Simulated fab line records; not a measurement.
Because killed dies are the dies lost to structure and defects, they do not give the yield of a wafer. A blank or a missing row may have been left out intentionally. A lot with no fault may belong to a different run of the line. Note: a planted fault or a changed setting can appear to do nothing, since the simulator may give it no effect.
Which tool did it?	flow berkeley_cmos170	14 lots, 42 wafers sampled, at 6 steps of a route of 331

== WHAT THE GAUGES SHOWED, per wafer ==
UCB170_SDANNEAL_RS_MEAS_05: measures by four-point-probe. Usual: for NLDD_RS the level is 618.5 ohm/sq and the standard deviation is 1.5.
lot	measured	on	NLDD_RS (ohm/sq)	flag
L622	day 7 11:29	film_metro-02	619.9 620.2 618.8	
L626	day 8 04:27	film_metro-01	620.1 618.7 621.3	
L627	day 8 03:59	film_metro-03	615.2 616.3 615.5	
L630	day 8 12:51	film_metro-02	620.4 620.5 619.9	
L628	day 8 13:30	film_metro-02	621.1 621.1 619.1	
L632	day 9 01:48	film_metro-02	618.8 620.4 619.2	
L634	day 9 01:55	film_metro-03	616.7 618.1 617.5	
L635	day 10 04:58	film_metro-01	616.9 616.8 618.4	
L636	day 10 04:58	film_metro-02	621.3 619.5 620.5	
L639	day 10 05:05	film_metro-03	617.1 618.3 618.2	
L637	day 10 05:28	film_metro-01	620.5 617.9 619.1	
L638	day 10 05:26	film_metro-02	617.6 617.2 616.5	
L642	day 10 20:39	film_metro-03	618.6 617.1 618.2	
L643	day 10 21:35	film_metro-01	617.7 617.9 620.1	

UCB170_CONTACT_THK_MEAS_02. Usual: for CONTACT_PSG_THK the level is 700 nm and the standard deviation is 5.7.
lot	measured	on	CONTACT_PSG_THK (nm)	flag
L622	day 7 14:46	film_metro-02	692 688 688	
L626	day 8 06:55	film_metro-01	695 695 695	
L627	day 8 06:26	film_metro-04	705 697 698	
L630	day 8 15:55	film_metro-02	699 702 704	
L628	day 8 18:23	film_metro-04	695 692 696	
L632	day 9 05:10	film_metro-02	692 691 694	
L634	day 9 05:11	film_metro-04	703 704 709	
L635	day 10 09:00	film_metro-04	703 705 703	
L636	day 10 07:25	film_metro-01	700 700 699	
L639	day 10 09:04	film_metro-04	695 699 702	
L637	day 10 09:03	film_metro-01	700 700 698	
L638	day 10 09:02	film_metro-02	711 712 709	
L642	day 11 02:41	film_metro-02	699 709 709	
L643	day 11 02:41	film_metro-04	693 699 692	

UCB170_M1_RS_MEAS_01: measures by four-point-probe. Usual: for M1_AL_RS the level is 0.0485 ohm/sq and the standard deviation is 0.00057.
lot	measured	on	M1_AL_RS (ohm/sq)	flag
L622	day 7 18:46	film_metro-02	0.0482 0.0482 0.0484	
L626	day 8 10:29	film_metro-03	0.0492 0.0484 0.0492	
L627	day 8 09:55	film_metro-02	0.0478 0.0490 0.0490	
L630	day 8 19:42	film_metro-02	0.0527 0.0524 0.0540 0.0528 0.0524 0.0540	OFF
L628	day 8 22:46	film_metro-01	0.0477 0.0482 0.0485	
L632	day 9 09:11	film_metro-02	0.0548 0.0543 0.0530 0.0547 0.0544 0.0530	OFF
L634	day 9 08:33	film_metro-01	0.0484 0.0488 0.0492	
L635	day 10 12:19	film_metro-01	0.0483 0.0489 0.0486	
L636	day 10 11:07	film_metro-03	0.0487 0.0483 0.0482	
L639	day 10 12:53	film_metro-03	0.0493 0.0487 0.0491	
L637	day 10 12:20	film_metro-03	0.0481 0.0484 0.0480	
L638	day 10 12:46	film_metro-02	0.0491 0.0485 0.0482	
L642	day 11 06:33	film_metro-03	0.0492 0.0486 0.0488	
L643	day 11 06:34	film_metro-02	0.0488 0.0483 0.0481	

UCB170_M1_THK_MEAS_02: measures by xrf. Usual: for M1_AL_THK the level is 603 nm and the standard deviation is 8.3.
lot	measured	on	M1_AL_THK (nm)	flag
L622	day 7 18:52	film_metro-02	612 612 614	
L626	day 8 10:37	film_metro-03	589 597 590	
L627	day 8 10:02	film_metro-02	617 605 603	
L630	day 9 01:48	film_metro-02	560 563 547 564 561 549	OFF
L628	day 8 22:52	film_metro-01	613 603 602	
L632	day 9 11:06	film_metro-02	541 542 555 538 543 557	OFF
L634	day 9 08:40	film_metro-01	607 596 593	
L635	day 10 12:26	film_metro-01	604 597 599	
L636	day 10 11:13	film_metro-03	598 601 604	
L639	day 10 13:00	film_metro-03	589 598 592	
L637	day 10 12:26	film_metro-03	605 600 605	
L638	day 10 12:53	film_metro-02	600 608 608	
L642	day 11 06:40	film_metro-03	592 602 599	
L643	day 11 06:41	film_metro-02	597 609 609	

== WHAT TOOL EACH LOT RAN ON (gives the tool, then ch and the chambers of the sampled wafers, and finally the start) ==
lot	UCB170_SPACER_ETCHBACK_03	UCB170_M1_SPUTTER_00
L622	rie_diel-02 ch 0,2,3, day 7 03:10	pvd_sputter-04, day 7 18:41
L626	rie_diel-04 ch 0,1,2, day 7 22:21	pvd_sputter-01, day 8 10:26
L627	rie_diel-02 ch 0,1,3, day 7 22:21	pvd_sputter-04, day 8 09:50
L630	rie_diel-02 ch 0,2,3, day 8 06:40	pvd_sputter-01, day 8 19:38
L628	rie_diel-02 ch 0,1,3, day 8 06:44	pvd_sputter-02, day 8 22:40
L632	rie_diel-02 ch 0,1,3, day 8 18:54	pvd_sputter-01, day 9 09:08
L634	rie_diel-04 ch 1,3, day 8 18:54	pvd_sputter-02, day 9 08:28
L635	rie_diel-04 ch 1,2,3, day 9 21:11	pvd_sputter-04, day 10 12:14
L636	rie_diel-03 ch 0,1,2, day 9 21:11	pvd_sputter-02, day 10 11:02
L639	rie_diel-02 ch 1,2, day 9 21:11	pvd_sputter-04, day 10 12:47
L637	rie_diel-03 ch 0,1, day 9 21:15	pvd_sputter-02, day 10 12:14
L638	rie_diel-02 ch 1,2, day 9 21:15	pvd_sputter-02, day 10 12:43
L642	rie_diel-04 ch 1,2, day 10 11:42	pvd_sputter-04, day 11 06:29
L643	rie_diel-04 ch 1,2, day 10 11:47	pvd_sputter-02, day 11 06:29
- UCB170_SPACER_ETCHBACK_03: etches SiO2 in CHF3/CF4/Ar, stops on Si, target depth 376 nm, time 100 s.
- UCB170_M1_SPUTTER_00: material Al, target thk 600 nm, time 80 s.

== AS READ BY THE TOOLS THEMSELVES (means over the sampled wafers that have a number; for cases with no such wafer, the mark the record gives instead) ==
UCB170_SPACER_ETCHBACK_03. Usual: CHF3_flow_sccm 49.98 sccm, standard deviation 0.15; drypump_motor_current_A 5.73 A, standard deviation 0.28; oes_product_au 0.902 a.u., standard deviation 0.016; throttle_valve_pct 6.51 %, standard deviation 0.12.
lot	tool	CHF3_flow_sccm (sccm)	drypump_motor_current_A (A)	oes_product_au (a.u.)	throttle_valve_pct (%)	flag
L622	rie_diel-02	49.70	5.80	0.920	6.55	
L626	rie_diel-04	49.92	5.70	0.895	6.48	
L627	rie_diel-02	50.03	5.74	0.885	6.53	
L630	rie_diel-02	49.91	5.81	0.901	6.54	
L628	rie_diel-02	49.98	5.74	0.901	6.53	
L632	rie_diel-02	49.95	5.74	0.886	6.52	
L634	rie_diel-04	49.87	6.17	0.887	6.31	
L635	rie_diel-04	50.08	5.97	0.900	6.40	
L636	rie_diel-03	50.10	5.73	0.891	6.47	
L639	rie_diel-02	50.07	5.67	0.921	6.61	
L637	rie_diel-03	50.05	5.64	0.886	6.47	
L638	rie_diel-02	50.00	5.69	0.924	6.61	
L642	rie_diel-04	49.90	5.77	0.909	6.48	
L643	rie_diel-04	49.99	5.78	0.913	6.49	

UCB170_M1_SPUTTER_00. Usual: throttle_valve_pct at 30.3 %, with a standard deviation of 1.2.
lot	tool	throttle_valve_pct (%)	flag
L622	pvd_sputter-04	29.8	
L626	pvd_sputter-01	29.5	
L627	pvd_sputter-04	30.5	
L630	pvd_sputter-01	30.6	
L628	pvd_sputter-02	30.8	
L632	pvd_sputter-01	30.3	
L634	pvd_sputter-02	29.7	
L635	pvd_sputter-04	29.6	
L636	pvd_sputter-02	30.3	
L639	pvd_sputter-04	29.8	
L637	pvd_sputter-02	30.3	
L638	pvd_sputter-02	29.8	
L642	pvd_sputter-04	30.6	
L643	pvd_sputter-02	30.3	

== THE ANSWER, worked out from the rows above alone ==
Rule: a lot counts as off when the mean over its wafers that have a number is more than 3 standard deviations away from the usual mean. Also off: a lot with no number at a reading for which 4 or more lots have one. Any other lot the step has rows for is counted as sound. After the gauges, taken in route order, come the tools' own readings; for these a lot's mean is taken, as printed above. The first step at which some lot is off is used, and at that step the reading that is off furthest; a lot without a number counts as furthest.
Off: L630, L632, at UCB170_M1_RS_MEAS_01 (M1_AL_RS).
If a tool, at a process step before that reading, ran all the lots that are off and no sound lot after the first of them, it fits. Those tools and the gauges at UCB170_M1_RS_MEAS_01 are tried in the same way. One fits: UCB170_M1_SPUTTER_00 on pvd_sputter-01. Its last sound lot is L626 (day 8 10:26), its first lot that is off L630 (day 8 19:38): a fault that began between those two fits.

== WHAT THE SIMULATOR HAD PUT IN ==
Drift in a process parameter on pvd_sputter-01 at UCB170_M1_SPUTTER_00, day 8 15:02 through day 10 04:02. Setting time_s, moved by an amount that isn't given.
Struck lots among those shown: L630, L632. The rule above found the same.
